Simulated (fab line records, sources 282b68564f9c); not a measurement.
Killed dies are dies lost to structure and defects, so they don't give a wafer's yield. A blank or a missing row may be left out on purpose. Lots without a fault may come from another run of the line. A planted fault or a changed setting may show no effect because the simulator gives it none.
fab line records | flow rit_cmos
record lots=6 wafers=18 last_day=7
route steps=202 shown PRETRO@72 GATE@75 FOX2@80 REOX@98 NLDD@103 SDANNEAL@155 M1@202
lots that met no fault: from a run of the same line without faults
start_h: hours from the record's first day to the start of the lot's first wafer shown | wait_h: hours since the lot's step before | " the same as in the row above | L1.1+2: a row that stands for several wafers | - no value, or no start given | * or withheld: withheld | < > ~ a bound
route shown NAME@n: a module of which the file shows steps, and the number in the route of the first | usual: mean/standard deviation of fault-free wafers | same: alike in all rows | chamber/n: place in a boat | sites: the reading at each site | _std_site: their standard deviation | _edge_site: outer sites' mean less inner sites' | radius_mm: how far each site lies from the wafer's centre | mask NAME#n: copy n | behind: the tool/chamber that last shaped the wafer | hold: why the lot was held/for how many hours/how that ended | device: the transistor (n, p or np) that didn't switch | end of line: the same wafers' tests at the end of the route | a step without rows: its recipe alone | killed: dies lost to structure and defects at the first sort, not the wafer's yield | map: a wafer's dies, x killed, . not, _ none there
set.NAME: the setting as run; set.NAME@STEP: as run at that earlier step | model.NAME: the simulator's own value behind a step, which no gauge read
lots at some steps of the route; a table a step, a row a wafer
services: from which hour (start_h, from the record's first day; less than 0 if before it) a tool's chamber was out of use, for how many hours, and why
## steps
# step RIT_PRETRO_IMPLANT_08
# recipe species=B energy_kev=44.22 dose_cm2=1.2e+13 tilt_deg=7
# step RIT_PRETRO_STRIP_09
# recipe chemistry=O2 time_s=180 resist=NOVOLAK platen_temp_c=withheld power_w=500 pressure_mtorr=4000 o2_flow_sccm=4000
# usual drypump_motor_current_A=5.97/0.26 rf_refl_power_W=6.4/1.1
# columns lot.wafer tool chamber start_h wait_h drypump_motor_current_A rf_hours_counter_h rf_refl_power_W
L118.1 plasma_asher-03 1 44.77 0.1 5.97 27 6.7
L118.2 " 0 " " 6.16 27 7.5
L118.4 " 1 " " 5.99 - 6.6
L130.2 plasma_asher-03 0 103.27 0.1 6.15 33 7.3
L130.5 " 0 " " 6.15 - 7.3
L130.6 " 1 " " 5.96 - 6.8
L131.1 plasma_asher-04 1 108.36 0.1 6.36 44 5.1
L131.5 " 0 " " 6.07 - 6.1
L131.6 " 1 " " 6.44 - 5.1
L132.3 plasma_asher-03 1 113.31 0.1 5.94 - 6.9
L132.4 " 0 " " 6.18 - 6.9
L132.6 " 1 " " 5.94 - 6.7
L133.2 plasma_asher-04 1 118.61 0.1 6.37 45 5.1
L133.4 " 1 " " 6.44 - 5.6
L133.6 " 1 " " 6.39 - 4.9
L139.3 plasma_asher-01 1 150.50 0.1 5.67 - 7.9
L139.4 " 0 " " 5.65 - 5.4
L139.5 " 0 " " 5.65 - 5.2
# step RIT_PRETRO_TW_MEAS_10
# usual PRETRO_TW=472/6.7
# columns lot.wafer tool chamber start_h wait_h PRETRO_TW
L118.1 film_metro-01 - 44.95 0.1 469
L118.2 " - " " 469
L118.4 " - " " 469
L130.2 film_metro-02 - 103.46 0.1 471
L130.5 " - " " 471
L130.6 " - " " 471
L131.1 film_metro-03 - 108.54 0.1 483
L131.5 " - " " 485
L131.6 " - " " 482
L132.3 film_metro-02 - 113.45 0.1 471
L132.4 " - " " 473
L132.6 " - " " 467
L133.2 film_metro-01 - 118.80 0.1 465
L133.4 " - " " 465
L133.6 " - " " 465
L139.3 film_metro-01 - 150.64 0.1 468
L139.4 " - " " 471
L139.5 " - " " 470
# step RIT_GATE_WET_ETCH_00
# recipe chemistry=BOE target=SiO2 target_depth_nm=56 time_s=60 dry=n2_spin dilution=10:1 temp_c=21.5
# step RIT_GATE_CLEAN_01
# recipe chemistry=SC1 mix=3:3:50 time_s=600 temp_c=75
# step RIT_GATE_CLEAN_02
# recipe chemistry=dHF dilution=50:1 time_s=30
# step RIT_GATE_CLEAN_03
# recipe chemistry=SC2 mix=3:3:50 time_s=600 temp_c=75 dry=n2_spin
# step RIT_GATE_CLEAN_04
# recipe chemistry=dHF dilution=50:1 time_s=60 dry=n2_spin
# step RIT_FOX2_THK_MEAS_91
# recipe reads=SiO2_of_FOX2_OXIDATION_00
# usual FIELD_OXIDE_LEFT_2_THK=255/6.4
# columns lot.wafer tool chamber start_h wait_h FIELD_OXIDE_LEFT_2_THK[nm]
L118.1 film_metro-02 - 45.47 0.0 251
L118.2 " - " " 255
L118.4 " - " " 254
L130.2 film_metro-03 - 103.97 0.0 250
L130.5 " - " " 258
L130.6 " - " " 253
L131.1 film_metro-04 - 109.02 0.0 267
L131.5 " - " " 265
L131.6 " - " " 266
L132.3 film_metro-03 - 113.92 0.0 259
L132.4 " - " " 253
L132.6 " - " " 256
L133.2 film_metro-03 - 119.27 0.0 264
L133.4 " - " " 259
L133.6 " - " " 260
L139.3 film_metro-03 - 151.13 0.0 257
L139.4 " - " " 258
L139.5 " - " " 257
# step RIT_GATE_OXIDATION_05
# recipe temp_c=900 ambient=O2 target_thk_a=30 ox_time_s=270
# step RIT_GATE_ANNEAL_06
# recipe temp_c=900 time_s=600 ambient=N2O
# step RIT_GATE_THK_MEAS_07
# recipe reads=SiO2_of_GATE_OXIDATION_05
# usual GATE_OXIDE_THK=3.00/0.053
# columns lot.wafer tool chamber start_h wait_h GATE_OXIDE_THK[nm]
L118.1 film_metro-03 - 49.46 0.0 3.15
L118.2 " - " " 3.04
L118.4 " - " " 3.09
L130.2 film_metro-03 - 108.11 0.0 2.99
L130.5 " - " " 2.95
L130.6 " - " " 2.96
L131.1 film_metro-03 - 115.75 0.0 2.94
L131.5 " - " " 2.97
L131.6 " - " " 2.99
L132.3 film_metro-04 - 124.40 0.0 2.99
L132.4 " - " " 3.01
L132.6 " - " " 3.02
L133.2 film_metro-03 - 124.41 0.0 3.00
L133.4 " - " " 2.97
L133.6 " - " " 2.94
L139.3 film_metro-04 - 156.42 0.0 2.85
L139.4 " - " " 2.84
L139.5 " - " " 2.91
# step RIT_GATE_CVD_08
# recipe material=poly-Si target_thk_nm=250 temp_c=610 precursor=SiH4 time_s=2220 pressure_mtorr=300 sih4_flow_sccm=100
# usual spike_tc_load_C=630.9/2.5
# columns lot.wafer tool chamber start_h wait_h spike_tc_load_C model.poly-Si_of_GATE_CVD_08.thk_nm
L118.1 lpcvd-02 1 49.52 0.1 632.9 244.9
L118.2 " 1 " " 633.9 247.7
L118.4 " 1 " " 632.9 247.2
L130.2 lpcvd-01 1 108.57 0.4 634.0 253.3
L130.5 " 1 " " 633.2 251.7
L130.6 " 1 " " 635.4 250.9
L131.1 lpcvd-01 0 115.81 0.1 628.4 123.2
L131.5 " 0 " " 627.8 123.1
L131.6 " 0 " " 629.1 123.4
L132.3 lpcvd-01 0 124.44 0.0 630.2 119.8
L132.4 " 0 " " 628.1 121.3
L132.6 " 0 " " 628.7 119.4
L133.2 lpcvd-02 0 124.61 0.2 628.7 246.5
L133.4 " 0 " " 627.8 249.7
L133.6 " 0 " " 629.2 249.1
L139.3 lpcvd-02 1 156.46 0.0 634.9 249.4
L139.4 " 1 " " 634.3 249.9
L139.5 " 1 " " 633.6 248.4
# step RIT_GATE_THK_MEAS_09
# recipe reads=poly-Si_of_GATE_CVD_08
# usual GATE_POLY_THK=250.5/2.3
# columns lot.wafer tool chamber start_h wait_h GATE_POLY_THK[nm]
L118.1 film_metro-03 - 51.13 0.0 244.8
L118.2 " - " " 247.6
L118.4 " - " " 247.4
L130.2 film_metro-02 - 111.00 0.0 253.3
L130.5 " - " " 252.0
L130.6 " - " " 251.1
L131.1 film_metro-03 - 117.43 0.0 123.2
L131.5 " - " " 123.1
L131.6 " - " " 123.5
L132.3 film_metro-03 - 126.07 0.0 119.7
L132.4 " - " " 121.3
L132.6 " - " " 119.4
L133.2 film_metro-04 - 126.23 0.0 246.6
L133.4 " - " " 249.6
L133.6 " - " " 249.1
L139.3 film_metro-03 - 158.10 0.0 249.4
L139.4 " - " " 249.9
L139.5 " - " " 248.2
# step RIT_GATE_HMDS_10
# recipe prime_time_s=60 prime_temp_c=140
# step RIT_GATE_COAT_11
# recipe resist=NOVOLAK spin_rpm=4250 resist_thk_nm=850
# step RIT_GATE_SOFTBAKE_12
# recipe resist=NOVOLAK temp_c=90 time_s=59.16
# step RIT_GATE_EXPOSE_13
# recipe mask_id=M6 na=0.6 source_shape=conventional sigma_outer=0.6 target_cd_nm=150 dose_mj=380
# step RIT_GATE_PEB_14
# recipe resist=NOVOLAK temp_c=withheld time_s=withheld
# step RIT_GATE_DEVELOP_15
# recipe resist=NOVOLAK develop_time_s=50 dev_temp_c=23
# step RIT_GATE_CD_MEAS_16
# recipe target_cd_nm=150
# usual cd_nm=149.0/2.2
# columns lot.wafer tool chamber start_h wait_h cd_nm
L118.1 cd_sem-01 - 52.72 - 149.3
L118.2 " - " " 147.8
L118.4 " - " " 149.5
L130.2 cd_sem-02 - 111.92 - 149.1
L130.5 " - " " 151.2
L130.6 " - " " 147.1
L131.1 cd_sem-02 - 118.47 - 148.2
L131.5 " - " " 150.4
L131.6 " - " " 147.0
L132.3 cd_sem-02 - 127.00 - 149.0
L132.4 " - " " 148.9
L132.6 " - " " 148.1
L133.2 cd_sem-01 - 127.27 - 152.2
L133.4 " - " " 151.7
L133.6 " - " " 150.9
L139.3 cd_sem-02 - 159.03 - 143.5
L139.4 " - " " 146.4
L139.5 " - " " 145.7
# step RIT_GATE_OVL_MEAS_17
# usual GATE_OVL=-0.6/1.4
# columns lot.wafer tool chamber start_h wait_h GATE_OVL[nm]
L118.1 overlay-02 - 52.84 0.1 -1.1
L118.2 " - " " 0.0
L118.4 " - " " -0.2
L130.2 overlay-02 - 112.03 0.1 -1.2
L130.5 " - " " -0.9
L130.6 " - " " -0.7
L131.1 overlay-01 - 118.59 0.1 -1.0
L131.5 " - " " -1.4
L131.6 " - " " -0.5
L132.3 overlay-01 - 127.13 0.1 -2.1
L132.4 " - " " -2.1
L132.6 " - " " -2.3
L133.2 overlay-01 - 127.37 0.1 -1.2
L133.4 " - " " -1.5
L133.6 " - " " 0.4
L139.3 overlay-02 - 159.12 0.1 -0.4
L139.4 " - " " 0.4
L139.5 " - " " -1.6
# step RIT_GATE_HARDBAKE_18
# recipe resist=NOVOLAK temp_c=140 time_s=60
# step RIT_GATE_ETCH_19
# recipe chemistry=SF6/CHF3/O2 time_s=165 SF6_flow_sccm=30 CHF3_flow_sccm=30 O2_flow_sccm=5 target=poly-Si pressure_mtorr=40 rf_w=160 target_depth_a=3125 over_etch_frac=0.25 stop_on=SiO2
# usual CHF3_flow_sccm=29.98/0.094 drypump_motor_current_A=6.0/0.32 oes_product_au=0.848/0.0095 throttle_valve_pct=10.30/0.14
# columns lot.wafer tool chamber start_h wait_h CHF3_flow_sccm drypump_motor_current_A oes_product_au rf_hours_counter_h throttle_valve_pct model.GATE.feature_depth_nm model.etch.depth_nm
L118.1 rie_si-02 0 53.25 0.1 30.03 6.0 0.833 98 10.49 244.9 244.9
L118.2 " 3 " " 29.94 6.1 0.832 160 10.45 247.7 247.7
L118.4 " 3 " " 29.92 6.1 0.833 - 10.44 247.2 247.2
L130.2 rie_si-02 0 112.21 0.1 29.89 5.9 0.849 99 10.51 253.3 253.3
L130.5 " 3 " " 30.24 6.1 0.863 - 10.44 251.7 251.7
L130.6 " 0 " " 29.93 5.9 0.840 - 10.50 250.9 250.9
L131.1 rie_si-01 1 118.77 0.1 30.00 6.4 0.546 1 10.21 123.2 123.2
L131.5 " 0 " " 29.92 5.7 0.542 - 10.37 123.1 123.1
L131.6 " 3 " " 30.07 6.3 0.554 - 10.15 123.4 123.4
L132.3 rie_si-02 0 127.40 0.1 29.96 6.0 0.535 99 10.50 119.8 119.8
L132.4 " 1 " " 30.16 5.8 0.537 1 10.33 121.3 121.3
L132.6 " 2 " " 29.93 6.3 0.535 - 10.09 119.4 119.4
L133.2 rie_si-01 1 127.55 0.1 30.05 6.4 0.841 1 10.21 246.5 246.5
L133.4 " 0 " " 29.93 5.7 0.845 5 10.37 249.7 249.7
L133.6 " 0 " " 29.91 5.7 0.836 - 10.36 249.1 249.1
L139.3 rie_si-01 3 159.29 0.1 29.85 6.4 0.846 30 10.18 249.4 249.4
L139.4 " 0 " " 29.83 5.7 0.836 5 10.34 249.9 249.9
L139.5 " 0 " " 30.02 5.7 0.841 - 10.34 248.4 248.4
# step RIT_GATE_STRIP_20
# recipe chemistry=O2 time_s=180 resist=NOVOLAK platen_temp_c=withheld power_w=500 pressure_mtorr=4000 o2_flow_sccm=4000
# usual drypump_motor_current_A=6.09/0.19 rf_refl_power_W=6.2/0.87
# columns lot.wafer tool chamber start_h wait_h drypump_motor_current_A rf_hours_counter_h rf_refl_power_W
L118.1 plasma_asher-03 0 53.36 0.1 6.15 28 7.2
L118.2 " 1 " " 5.94 28 6.7
L118.4 " 0 " " 6.14 - 7.2
L130.2 plasma_asher-04 1 112.31 0.1 6.40 45 4.5
L130.5 " 1 " " 6.39 - 4.7
L130.6 " 0 " " 6.09 - 5.7
L131.1 plasma_asher-03 0 118.88 0.1 6.19 35 7.4
L131.5 " 1 " " 5.96 - 6.8
L131.6 " 0 " " 6.19 - 7.4
L132.3 plasma_asher-02 0 127.56 0.1 6.02 - 6.2
L132.4 " 1 " " 5.72 - 5.8
L132.6 " 1 " " 5.73 - 6.1
L133.2 plasma_asher-03 1 127.66 0.1 5.94 36 6.7
L133.4 " 0 " " 6.13 - 7.3
L133.6 " 1 " " 5.94 - 6.9
L139.3 plasma_asher-03 1 159.46 0.1 5.99 - 6.8
L139.4 " 0 " " 6.15 - 7.2
L139.5 " 1 " " 5.97 - 6.9
# step RIT_GATE_CD_MEAS_90
# recipe target_cd_nm=150
# usual cd_nm=148.9/2.1
# columns lot.wafer tool chamber start_h wait_h cd_nm
L118.1 cd_sem-02 - 53.53 0.1 149.0
L118.2 " - " " 147.7
L118.4 " - " " 149.7
L130.2 cd_sem-01 - 112.51 0.1 149.2
L130.5 " - " " 151.4
L130.6 " - " " 146.9
L131.1 cd_sem-01 - 119.05 0.1 148.1
L131.5 " - " " 150.8
L131.6 " - " " 147.6
L132.3 cd_sem-02 - 127.72 0.1 148.7
L132.4 " - " " 148.6
L132.6 " - " " 148.3
L133.2 cd_sem-01 - 127.86 0.1 152.1
L133.4 " - " " 152.3
L133.6 " - " " 151.1
L139.3 cd_sem-01 - 159.62 0.1 143.3
L139.4 " - " " 146.4
L139.5 " - " " 145.6
# step RIT_REOX_CLEAN_00
# recipe chemistry=SC1 mix=3:3:50 time_s=600 temp_c=76.21
# step RIT_REOX_CLEAN_01
# recipe chemistry=dHF dilution=50:1 time_s=30
# step RIT_REOX_CLEAN_02
# recipe chemistry=SC2 mix=3:3:50 time_s=600 temp_c=75 dry=n2_spin
# step RIT_REOX_OXIDATION_03
# recipe temp_c=900 ambient=O2 target_thk_a=252 ox_time_s=5580
# step RIT_REOX_THK_MEAS_04
# recipe reads=SiO2_of_REOX_OXIDATION_03
# usual REOX_OXIDE_THK=25.1/0.45
# columns lot.wafer tool chamber start_h wait_h REOX_OXIDE_THK[nm]
L118.1 film_metro-03 - 56.58 0.0 25.0
L118.2 " - " " 25.7
L118.4 " - " " 25.8
L130.2 film_metro-01 - 119.31 0.0 25.6
L130.5 " - " " 25.7
L130.6 " - " " 25.6
L131.1 film_metro-03 - 125.93 0.0 25.0
L131.5 " - " " 25.2
L131.6 " - " " 24.8
L133.2 film_metro-03 - 131.54 0.0 25.3
L133.4 " - " " 25.6
L133.6 " - " " 25.1
L132.3 film_metro-04 - 131.55 0.0 25.0
L132.4 " - " " 25.4
L132.6 " - " " 25.5
L139.3 film_metro-01 - 162.63 0.0 24.2
L139.4 " - " " 24.8
L139.5 " - " " 24.6
# step RIT_NLDD_HMDS_00
# recipe prime_time_s=60 prime_temp_c=140
# step RIT_NLDD_COAT_01
# recipe resist=NOVOLAK spin_rpm=3250 resist_thk_nm=1000
# step RIT_NLDD_SOFTBAKE_02
# recipe resist=NOVOLAK temp_c=90 time_s=60
# step RIT_NLDD_EXPOSE_03
# recipe mask_id=M7 na=0.57 target_cd_nm=40700 dose_mj=250
# step RIT_NLDD_PEB_04
# recipe resist=NOVOLAK temp_c=withheld time_s=withheld
# step RIT_NLDD_DEVELOP_05
# recipe resist=NOVOLAK develop_time_s=50 dev_temp_c=23
# step RIT_NLDD_OVL_MEAS_06
# usual NLDD_OVL=-0.3/1.6
# columns lot.wafer tool chamber start_h wait_h NLDD_OVL[nm]
L118.1 overlay-02 - 57.52 - -0.4
L118.2 " - " " -2.0
L118.4 " - " " -1.7
L130.2 overlay-02 - 120.21 - -0.3
L130.5 " - " " -0.5
L130.6 " - " " -0.2
L131.1 overlay-01 - 127.08 - 0.2
L131.5 " - " " 0.3
L131.6 " - " " 0.9
L132.3 overlay-01 - 132.67 - -0.9
L132.4 " - " " -1.4
L132.6 " - " " -0.1
L133.2 overlay-01 - 132.95 - -1.5
L133.4 " - " " 0.5
L133.6 " - " " -1.2
L139.3 overlay-01 - 163.53 - 0.3
L139.4 " - " " -0.6
L139.5 " - " " -1.3
# step RIT_NLDD_HARDBAKE_07
# recipe resist=NOVOLAK temp_c=140 time_s=60
# step RIT_NLDD_IMPLANT_08
# recipe species=P energy_kev=20 dose_cm2=5e+14 tilt_deg=7
# step RIT_NLDD_STRIP_09
# recipe chemistry=O2 time_s=180 resist=NOVOLAK platen_temp_c=withheld power_w=500 pressure_mtorr=4000 o2_flow_sccm=4000
# usual drypump_motor_current_A=5.91/0.27 rf_refl_power_W=6.0/1
# columns lot.wafer tool chamber start_h wait_h drypump_motor_current_A rf_hours_counter_h rf_refl_power_W
L118.1 plasma_asher-02 0 57.99 0.1 6.02 42 6.1
L118.2 " 1 " " 5.71 42 6.0
L118.4 " 0 " " 6.05 - 6.4
L130.2 plasma_asher-02 0 120.54 0.1 6.04 0 6.3
L130.5 " 1 " " 5.72 - 5.8
L130.6 " 0 " " 6.03 - 6.2
L131.1 plasma_asher-04 1 127.42 0.1 6.42 46 4.8
L131.5 " 1 " " 6.39 - 4.5
L131.6 " 0 " " 6.00 - 5.7
L132.3 plasma_asher-02 1 133.06 0.1 5.70 - 6.0
L132.4 " 0 " " 6.04 - 6.4
L132.6 " 1 " " 5.71 - 5.9
L133.2 plasma_asher-01 0 133.28 0.1 5.63 48 5.3
L133.4 " 0 " " 5.64 - 5.3
L133.6 " 0 " " 5.67 - 5.4
L139.3 plasma_asher-01 0 163.92 0.1 5.66 - 5.6
L139.4 " 1 " " 5.64 - 8.0
L139.5 " 0 " " 5.66 - 5.2
# step RIT_NLDD_TW_MEAS_10
# usual NLDD_TW=2472/25
# columns lot.wafer tool chamber start_h wait_h NLDD_TW
L118.1 film_metro-02 - 58.17 0.1 2479
L118.2 " - " " 2470
L118.4 " - " " 2468
L130.2 film_metro-01 - 120.73 0.1 2447
L130.5 " - " " 2451
L130.6 " - " " 2454
L131.1 film_metro-02 - 127.59 0.1 2457
L131.5 " - " " 2457
L131.6 " - " " 2473
L132.3 film_metro-04 - 133.19 0.1 2502
L132.4 " - " " 2498
L132.6 " - " " 2510
L133.2 film_metro-04 - 133.47 0.1 2505
L133.4 " - " " 2509
L133.6 " - " " 2505
L139.3 film_metro-04 - 164.05 0.1 2508
L139.4 " - " " 2513
L139.5 " - " " 2498
# step RIT_SDANNEAL_CLEAN_02
# recipe chemistry=SC2 mix=3:3:50 time_s=600 temp_c=75 dry=n2_spin
# columns lot.wafer tool chamber start_h wait_h model.poly-Si_of_GATE_CVD_08.thk_nm
L118.1 wet_bench-01 0 65.82 0.0 155.4
L118.2 " 0 " " 160.4
L118.4 " 0 " " 158.7
L130.2 wet_bench-03 3 128.28 0.0 163.8
L130.5 " 3 " " 164
L130.6 " 3 " " 163
L131.1 wet_bench-03 2 134.95 0.0 33.94
L131.5 " 2 " " 33.91
L131.6 " 2 " " 34
L132.3 wet_bench-02 3 140.43 0.0 32.62
L132.4 " 3 " " 33.17
L132.6 " 3 " " 32.5
L133.2 wet_bench-01 2 140.90 0.0 158.2
L133.4 " 2 " " 161.2
L133.6 " 2 " " 160
L139.3 wet_bench-03 1 171.09 0.0 160.1
L139.4 " 1 " " 160
L139.5 " 1 " " 161.5
# step RIT_M1_PROBE_99
# usual killed_at_front_end=6.6/2.8 killed_dies=6.6/2.8 killed_on_rim=1.8/1.2 killed_open=3.3/1.9 killed_short=3.2/1.8
# same gross_dies=264 killed_at_M0_to_M3=0 killed_at_M4_up=0 killed_at_back_side=0 killed_at_contacts=0 killed_at_other=0
# columns lot.wafer tool chamber start_h wait_h killed_at_front_end killed_dies killed_on_rim killed_open killed_short
L118.1 prober-02 - 73.59 0.1 4 4 1 3 1
L118.2 prober-02 - 73.64 0.1 6 6 3 3 3
L118.4 prober-02 - 73.74 0.2 8 8 2 3 5
L130.2 prober-02 - 135.92 0.1 5 5 1 3 2
L130.5 prober-02 - 136.07 0.2 9 9 4 3 4
L130.6 prober-02 - 136.12 0.2 6 6 2 2 4
L131.1 prober-01 - 142.68 0.1 12 12 0 3 9
L131.5 prober-01 - 142.88 0.2 9 9 3 6 3
L131.6 prober-01 - 142.93 0.2 5 5 4 1 4
L132.3 prober-02 - 148.31 0.2 2 2 1 2 0
L132.4 prober-02 - 148.36 0.2 5 5 0 2 3
L132.6 prober-02 - 148.46 0.2 7 7 0 2 5
L133.2 prober-01 - 149.76 0.1 4 4 1 0 4
L133.4 prober-01 - 149.86 0.2 11 11 4 7 4
L133.6 prober-01 - 149.96 0.2 4 4 0 2 2
L139.3 prober-01 - 179.04 0.2 8 8 1 3 5
L139.4 prober-01 - 179.09 0.2 8 8 2 5 3
L139.5 prober-01 - 179.14 0.2 5 5 2 2 3
# killed by level:class
L118.1 FOX2:geometric_particle:open=1 GATE:geometric_particle:open=1 SPACER:geometric_particle:short=1 SILICIDE:geometric_particle:open=1
L118.2 GATE:geometric_particle:short=2 GATE:geometric_particle:open=2 REOX:geometric_particle:open=1 SPACER:geometric_particle:short=1
L118.4 SPACER:geometric_particle:open=2 SILICIDE:geometric_particle:short=2 GATE:geometric_particle:short=1 REOX:geometric_particle:open=1 REOX:geometric_particle:short=1 SPACER:geometric_particle:short=1
L130.2 GATE:geometric_particle:open=2 REOX:geometric_particle:short=1 SPACER:geometric_particle:open=1 SILICIDE:geometric_particle:short=1
L130.5 REOX:geometric_particle:short=3 GATE:geometric_particle:open=2 NSD:coat_microbubble_printed=2 SPACER:geometric_particle:open=1 SILICIDE:geometric_particle:short=1
L130.6 GATE:geometric_particle:open=2 GATE:geometric_particle:short=1 REOX:geometric_particle:short=1 SPACER:geometric_particle:short=1 SILICIDE:geometric_particle:short=1
L131.1 GATE:geometric_particle:short=5 REOX:geometric_particle:short=3 FOX2:geometric_particle:short=1 GATE:geometric_particle:open=1 REOX:geometric_particle:open=1 SILICIDE:geometric_particle:open=1
L131.5 GATE:geometric_particle:open=3 FOX2:geometric_particle:open=2 FOX2:geometric_particle:short=1 REOX:geometric_particle:short=1 SILICIDE:geometric_particle:short=1 SILICIDE:geometric_particle:open=1
L131.6 GATE:geometric_particle:short=2 SPACER:geometric_particle:short=1 SILICIDE:geometric_particle:open=1 SILICIDE:geometric_particle:short=1
L132.3 FOX1:geometric_particle:open=1 GATE:geometric_particle:open=1
L132.4 SILICIDE:geometric_particle:short=2 FOX1:geometric_particle:short=1 FOX1:geometric_particle:open=1 REOX:geometric_particle:open=1
L132.6 GATE:geometric_particle:short=3 SILICIDE:geometric_particle:short=2 GATE:geometric_particle:open=1 REOX:geometric_particle:open=1
L133.2 GATE:geometric_particle:short=3 FOX1:geometric_particle:short=1
L133.4 SPACER:geometric_particle:open=2 SILICIDE:geometric_particle:short=2 FOX1:geometric_particle:open=1 FOX2:geometric_particle:open=1 GATE:geometric_particle:open=1 REOX:geometric_particle:open=1 REOX:geometric_particle:short=1 SPACER:geometric_particle:short=1
L133.6 REOX:geometric_particle:short=2 FOX1:geometric_particle:open=1 SILICIDE:geometric_particle:open=1
L139.3 FOX1:geometric_particle:short=2 SPACER:geometric_particle:open=2 SILICIDE:geometric_particle:short=2 GATE:geometric_particle:open=1 SPACER:geometric_particle:short=1
L139.4 FOX2:geometric_particle:open=2 GATE:geometric_particle:open=2 FOX1:geometric_particle:short=1 FOX2:geometric_particle:short=1 SPACER:geometric_particle:open=1 SPACER:geometric_particle:short=1
L139.5 SPACER:geometric_particle:short=2 FOX2:geometric_particle:open=1 GATE:geometric_particle:short=1 SILICIDE:geometric_particle:open=1
## services
# columns tool chamber start_h hours kind
rie_si-02 1 38.09 - clean
rie_si-02 1 38.09 15.8 scheduled_down
rie_si-02 1 38.09 15.8 vent_cycle
rie_si-01 0 43.35 1.8 repair
plasma_asher-02 - 47.67 6.0 repair
rie_si-01 2 53.24 - clean
rie_si-01 2 53.24 26.2 scheduled_down
rie_si-01 2 53.24 26.2 vent_cycle
plasma_asher-03 - 57.27 5.9 repair
rie_si-02 3 63.58 - clean
rie_si-02 3 63.58 22.2 scheduled_down
rie_si-02 3 63.58 22.2 vent_cycle
plasma_asher-02 - 77.79 6.2 repair
wet_bench-01 - 90.80 7.5 repair
plasma_asher-01 - 105.85 1.3 repair
plasma_asher-01 - 108.39 19.9 repair
plasma_asher-02 - 108.75 9.0 pm
plasma_asher-02 0 108.75 9.0 vent_cycle
plasma_asher-02 1 108.75 9.0 vent_cycle
lpcvd-02 - 111.80 2.8 pm
rie_si-02 - 113.07 2.8 pm
plasma_asher-02 0 117.75 - clean
plasma_asher-02 1 117.75 - clean
rie_si-01 3 141.56 3.6 repair
## key
first_sign step=RIT_GATE_THK_MEAS_09 reading=GATE_POLY_THK direction=down sigmas=55 usual=250.5 struck=121.7
effect step=RIT_GATE_ETCH_19 reading=oes_product_au direction=down sigmas=32 usual=0.848 struck=0.542
model_effect step=RIT_GATE_CVD_08 value=poly-Si_of_GATE_CVD_08.thk_nm without=252 struck=121.7
model_effect step=RIT_GATE_ETCH_19 value=GATE.feature_depth_nm without=252 struck=121.7
model_effect step=RIT_SDANNEAL_CLEAN_02 value=poly-Si_of_GATE_CVD_08.thk_nm without=162.6 struck=33.36
met_at RIT_GATE_CVD_08
struck_wafers L131.1,L131.5,L131.6,L132.3,L132.4,L132.6
tester_left_out L131,L132
fault kind=process_parameter_drift tool=lpcvd-01 chamber=0 onset_h=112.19 steps=RIT_GATE_CVD_08 channel=target_thk_nm offset=-130.29 shape=step end_h=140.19 acts_in=these_recipes_only stated=250
# tester_left_out: of these lots the tester's yield and bins aren't shown, on N5 and GAA mostly nor the transistor test; their killed dies are dies lost to structure and defects alone, not to doping, threshold or leakage, so they don't give the yield
